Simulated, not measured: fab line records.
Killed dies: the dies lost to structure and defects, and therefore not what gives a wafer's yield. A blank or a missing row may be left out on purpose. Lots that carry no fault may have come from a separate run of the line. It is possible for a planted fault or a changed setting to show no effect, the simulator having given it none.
One fault seen from 2 desks :: flow berkeleyCmos170 :: only its own numbers are on each desk; what lay behind them is given at the end

THE METROLOGY DESK
What the gauges read for every lot (on any tool): the sampled wafers with a number, averaged. If a lot's mean is further than 4 standard deviations from the usual mean, the lot is out of limits and carries the mark OUT (the distance appears in the brackets).
Columns: A = cdNm at UCB170_M2_CD_MEAS_15, usual 699.6 nm; B = M2_OVL at UCB170_M2_OVL_MEAS_16, usual 1 nm
lot: L767
first seen here: day 9 18:58
A: 698.5
B: 0

lot: L772
first seen here: day 11 05:15
A: 698.9
B: 0

lot: L776
first seen here: day 12 02:07
A: 700.4
B: 4

lot: L777
first seen here: day 12 12:42
A: 699.5
B: 2

lot: L783
first seen here: day 13 01:03
A: 698.1
B: 4
Finding of this desk: none of the 5 lots has anything out of limits.

TOOL OWNER'S DESK, rieDiel-03
The tool's own readings at UCB170_M2_ETCH_17 (etches BARC in N2/H2): means of the sampled wafers that have a number, for each lot that ran on this tool. If a lot's mean is further than 4 standard deviations from the usual mean, the lot is out of limits and carries the mark OUT (the distance appears in the brackets).
Columns: A = drypumpMotorCurrentA at UCB170_M2_ETCH_17, usual 5.4 A; B = h2FlowSccm at UCB170_M2_ETCH_17, usual 199.9 sccm; C = oesProductAu at UCB170_M2_ETCH_17, usual 1.005 a.u.; D = throttleValvePct at UCB170_M2_ETCH_17, usual 13.29 %
lot: L767
first seen here: day 9 19:06
A: 5.7
B: 200.0
C: 1.002
D: 13.24

lot: L772
first seen here: day 11 05:24
A: 5.9
B: 200.5
C: 0.928 (-4.5) OUT
D: 13.37
This desk finds L772 out of limits, L772 being first, at day 11 05:24 (oesProductAu at UCB170_M2_ETCH_17). Within limits: L767.

ALL TOGETHER
The tool owner's desk had the chance to raise an alarm at day 11 05:24 on L772.
From the metrology desk's view, nothing was out of limits.
The metrology desk holds a record of L772, inside its limits.
Of the lots named, all ran UCB170_M2_ETCH_17 on rieDiel-03.

WHAT WAS PUT IN BY THE SIMULATOR
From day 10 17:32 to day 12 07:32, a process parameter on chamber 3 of rieDiel-03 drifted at UCB170_M2_ETCH_17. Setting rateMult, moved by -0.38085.
Struck lots among those shown: L772.
Each desk's first reading out of limits, in hours after the fault started: the tool owner's desk, 12.
